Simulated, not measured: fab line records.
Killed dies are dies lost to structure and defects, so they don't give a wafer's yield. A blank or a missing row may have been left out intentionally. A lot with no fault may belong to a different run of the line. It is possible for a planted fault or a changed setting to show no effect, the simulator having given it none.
2 desks looking at one fault :: flow berkeleyCmos170 :: each desk holds nothing but its own numbers, with what lay behind them at the end

== FOR THE TOOL OWNER'S DESK: lpcvd-02 ==
The tool's own readings at UCB170_GATE_CVD_04 (deposits poly-Si from SiH4, time 1440 s, target thk 214 nm): means of the sampled wafers that have a number, for each lot that ran on this tool. A lot is out of limits, marked OUT, if its mean lies more than 4 standard deviations from the usual mean; the brackets give that distance.
Columns: A = spikeTcLoadC at UCB170_GATE_CVD_04, usual 630.4 C
lot: L803
first seen here: day 6 11:44
A: 630.1

lot: L809
first seen here: day 8 05:03
A: 629.3

lot: L810
first seen here: day 8 05:03
A: 630.1

lot: L812
first seen here: day 8 05:03
A: 628.8

lot: L814
first seen here: day 9 06:06
A: 629.7

lot: L815
first seen here: day 9 06:06
A: 629.9

lot: L817
first seen here: day 9 06:06
A: 629.1

lot: L816
first seen here: day 9 13:54
A: 627.9

lot: L818
first seen here: day 9 13:54
A: 627.3

lot: L819
first seen here: day 9 13:54
A: 627.3
Finding of this desk: none of the 10 lots has anything out of limits.

== FROM THE METROLOGY DESK ==
Lot by lot, what the gauges showed, no matter which tool ran the lot: averages of those sampled wafers that carry a number. A lot is out of limits, marked OUT, if its mean lies more than 4 standard deviations from the usual mean; the brackets give that distance.
Columns: A = INCOMING_BOW at UCB170_START_BOW_MEAS_00, usual -1 um; B = PVT_OVL at UCB170_PVT_OVL_MEAS_06, usual -2 nm; C = GATE_POLY_THK at UCB170_GATE_THK_MEAS_05, usual 214.1 nm; D = cdNm at UCB170_V1_CD_MEAS_12, usual 700.2 nm
lot: L801
first seen here: day 1 10:00
A: 3
B: -4
C: 213.4
D: 699.2

lot: L803
first seen here: day 1 20:00
A: -5
B: 1
C: 215.5
D: 701.7

lot: L806
first seen here: day 2 11:00
A: 6
B: -5
C: 212.9
D: 701.4

lot: L807
first seen here: day 2 16:00
A: -10
B: -2
C: 211.1
D: 699.9

lot: L809
first seen here: day 3 02:04
A: 8
B: -0
C: 216.9
D: 700.7

lot: L810
first seen here: day 3 07:00
A: -3
B: -7
C: 213.5
D: 700.6

lot: L812
first seen here: day 3 17:00
A: -1
B: 3
C: 215.6
D: 701.8

lot: L813
first seen here: day 3 22:02
A: -8
B: 1
C: 215.8
D: 700.4

lot: L814
first seen here: day 4 03:01
A: 2
B: -3
C: 211.8
D: 701.8

lot: L815
first seen here: day 4 08:04
A: 3
B: -5
C: 215.9
D: 699.2

lot: L816
first seen here: day 4 13:00
A: -3
B: -1
C: 336.8 (+61) OUT
D: -

lot: L817
first seen here: day 4 18:01
A: -2
B: -1
C: 216.7
D: 698.7

lot: L818
first seen here: day 4 23:00
A: 1
B: -4
C: 334.7 (+60) OUT
D: 700.2

lot: L819
first seen here: day 5 04:01
A: 2
B: -3
C: 336.8 (+61) OUT
D: -

lot: L820
first seen here: day 5 09:00
A: -4
B: 4
C: 213.0
D: 699.5
This desk's finding: out of limits on L816, L818, L819; first on L818, day 9 15:18 (GATE_POLY_THK at UCB170_GATE_THK_MEAS_05). In limits: L801, L803, L806, L807, L809, L810, L812, L813, L814, L815, L817, L820.

== PUT TOGETHER ==
L816, L818, L819 would have let the metrology desk raise an alarm at day 9 15:18.
The tool owner's desk saw nothing out of limits.
Tool owner's desk: L816, L818, L819 on record, inside its limits.
The lots listed all ran UCB170_GATE_CVD_04 on lpcvd-02.

== WHAT WAS PUT IN BY THE SIMULATOR ==
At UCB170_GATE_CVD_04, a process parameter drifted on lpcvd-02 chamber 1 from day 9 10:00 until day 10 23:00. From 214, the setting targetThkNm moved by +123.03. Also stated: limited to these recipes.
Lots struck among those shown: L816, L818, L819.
Per desk, hours elapsed from the start of the fault to the first reading out of limits: for the metrology desk, 5.
